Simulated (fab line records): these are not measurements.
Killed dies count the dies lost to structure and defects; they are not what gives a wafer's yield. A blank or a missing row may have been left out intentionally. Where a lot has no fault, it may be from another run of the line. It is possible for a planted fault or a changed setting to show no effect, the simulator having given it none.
A struck lot beside a sound one ; flow rit-cmos ; 15 out of 202 route steps
Sound: the wafers L327.1, L327.2, L327.6. Wafers L328.2, L328.4, L328.5 were the ones struck. The cause comes at the end.
Order at every step that has rows: each side's tool, ch and its chambers, its first start. Under that, the readings that differ: sound wafers ; struck wafers ; difference of the means ; sigmas: that difference in standard deviations of wafers without a fault.
alike: readings with means less than 2 such deviations apart, plus words and numbers identical on both sides. not compared: withheld readings, readings lacking a value on some wafer, bounds such as >300 that could conceal the same value, and numbers that have no deviation in the record and whose values overlap.
A row with sigmas, a row that says differs or no value, or rows on one side alone: a step with any of these is where the two part. Non-overlapping numbers with no deviation appear without sigmas and do not part them. A reading that every wafer of one side lacks parts them only if that side has two wafers or more.

first, 2 steps without rows for these wafers: RIT_SDANNEAL_CLEAN_01 (cleans in dHF, time 30 s); RIT_SDANNEAL_CLEAN_02 (cleans in SC2, time 600 s).
RIT_SDANNEAL_RTA_03: time 5 s.
  sound on rtp-anneal-02 ch 0, day 4 09:59; struck on rtp-anneal-02 ch 0, day 4 19:32
  alike: anneal-temp-c-max, wafer_temp_C_max
RIT_SDANNEAL_RS_MEAS_04: measurement is done with a four-point probe.
  struck on film-metro-01, day 4 19:37; sound on film-metro-03, day 4 10:03
  alike: PSD_RS
RIT_SDANNEAL_RS_MEAS_05: measurement is done with a four-point probe.
  struck on film-metro-01, day 4 19:44; sound on film-metro-03, day 4 10:10
  alike: NSD_RS
RIT_SDANNEAL_RS_MEAS_06: measurement is done with a four-point probe.
  struck on film-metro-01, day 4 19:51; sound on film-metro-03, day 4 10:17
reading;sound;struck;difference;sigmas
PLDD_RS (ohm/sq);179.0 179.1 179.0;181.2 180.4 180.4;+1.6;+2
RIT_SDANNEAL_RS_MEAS_07: measurement is done with a four-point probe.
  struck on film-metro-01, day 4 19:58; sound on film-metro-03, day 4 10:25
  alike: NLDD_RS
then, 1 step without rows for these wafers: RIT_SILICIDE_WET_ETCH_00 (etches SiO2 in BOE, target depth 14 nm, time 15 s).
RIT_SILICIDE_SPUTTER_01: material Ti, target thk 30 nm, time 240 s.
  struck on pvd-sputter-04, day 4 20:05; sound on pvd-sputter-04, day 4 10:32
  alike: chamber-pressure-pa, throttle-valve-pct
RIT_SILICIDE_RS_MEAS_02: measurement is done with a four-point probe.
  struck on film-metro-03, day 4 20:16; sound on film-metro-04, day 4 10:41
  alike: SILICIDE_TI_RS
RIT_SILICIDE_THK_MEAS_03: measures by xrf.
  struck on film-metro-03, day 4 20:22; sound on film-metro-04, day 4 10:49
  alike: SILICIDE_TI_THK
RIT_SILICIDE_RTA_04: time 10 s, ramp up 5 s, ramp down 5 s.
  sound on rtp-anneal-02 ch 0, day 4 10:52; struck on rtp-anneal-01 ch 0, day 4 20:26
reading;sound;struck;difference;sigmas
anneal-temp-c-max;651.8 652.0 653.0;653.8 654.2 654.2;+1.8;+2
  alike: wafer_temp_C_max
RIT_SILICIDE_WET_ETCH_05: etches Ti in SPM, time 120 s.
  sound on wet-bench-04 ch 3, day 4 10:56; struck on wet-bench-04 ch 3, day 4 20:29
  no value came back on the struck wafers for bath-guard-temp-C (C), bath-heat-duty-pct (%); on the sound wafers bath-guard-temp-C (C) reads 90.1 90.1 90.3
RIT_SILICIDE_RTA_06: time 10.37 s, ramp up 5 s, ramp down 10 s.
  sound on rtp-anneal-02 ch 0, day 4 10:59; struck on rtp-anneal-02 ch 0, day 4 20:32
  alike: anneal-temp-c-max, wafer_temp_C_max
RIT_M1_PROBE_99:
  only the struck wafers here have rows in the record (prober-01, day 5 03:01); the sound ones have none

== WHERE THEY PART ==
Last at RIT_M1_PROBE_99 as far as this record goes, first at RIT_SDANNEAL_RS_MEAS_06.

WHY: what had been put in by the simulator
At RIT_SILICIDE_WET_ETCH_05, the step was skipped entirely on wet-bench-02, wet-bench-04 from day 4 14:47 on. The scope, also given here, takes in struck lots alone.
